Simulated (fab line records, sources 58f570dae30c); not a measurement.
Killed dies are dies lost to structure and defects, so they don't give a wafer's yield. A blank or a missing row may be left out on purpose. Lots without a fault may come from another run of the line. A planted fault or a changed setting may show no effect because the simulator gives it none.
Which tool did it? | flow berkeley_cmos170 | 6 lots, 18 wafers sampled, at 2 steps of a route of 331

WHAT THE GAUGES READ, wafer by wafer
UCB170_SDANNEAL_RS_MEAS_05: measures by four-point-probe.
lot  | measured     | on            | NLDD_RS (ohm/sq)
L562 | day 8 11:55  | film_metro-02 | 613.6 615.3 614.9
L563 | day 8 20:56  | film_metro-02 | 616.7 618.3 617.4
L564 | day 8 21:08  | film_metro-03 | 614.6 614.0 614.7
L572 | day 10 17:40 | film_metro-04 | 627.1 625.6 626.3
L577 | day 11 15:34 | film_metro-03 | 615.3 616.0 617.6
L582 | day 12 17:17 | film_metro-04 | 616.0 616.9 618.0

WHICH TOOL RAN EACH LOT (tool, then ch and the chambers of the sampled wafers, then the start)
lot  | UCB170_NLDD_IMPLANT_09
L562 | implanter-04 ch 0, day 7 23:55
L563 | implanter-03 ch 0, day 8 09:34
L564 | implanter-04 ch 0, day 8 09:52
L572 | implanter-04 ch 0, day 10 04:21
L577 | implanter-03 ch 0, day 11 00:02
L582 | implanter-02 ch 0, day 12 04:17
- UCB170_NLDD_IMPLANT_09

THE ANSWER, worked out from the rows above alone
Rule: what is usual is taken from the lots themselves. Put in order of their means at a reading, lots are off if they are a third of the lots or fewer, leave a main group of 4 or more, and stand apart from it by a gap of 3 or more times the standard deviation of the main group's means; of several such gaps the widest counts. A main group whose means are all the same, to the digits that the tables above print for the reading, isn't used. A lot without any number at a reading at which 4 lots or more have one is off too. The other lots that the step has rows for count as sound.
Off: L572, at UCB170_SDANNEAL_RS_MEAS_05 (NLDD_RS). The main group: mean 616.0 ohm/sq, standard deviation 1.2.
A tool fits if, at a process step before that reading, it ran every lot that is off, and no sound lot after the first of them. The gauges at UCB170_SDANNEAL_RS_MEAS_05 are tried like those tools. One fits: implanter-04 at UCB170_NLDD_IMPLANT_09. Its last sound lot is L564 (day 8 09:52), its first lot that is off L572 (day 10 04:21): a fault that began between those two fits.

WHAT THE SIMULATOR HAD PUT IN
Process parameter drift: implanter-04, from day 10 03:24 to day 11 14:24, at UCB170_NLDD_IMPLANT_09. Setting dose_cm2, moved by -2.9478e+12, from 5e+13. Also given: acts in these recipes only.
Lots struck among those shown: L572. The rule above found the same.
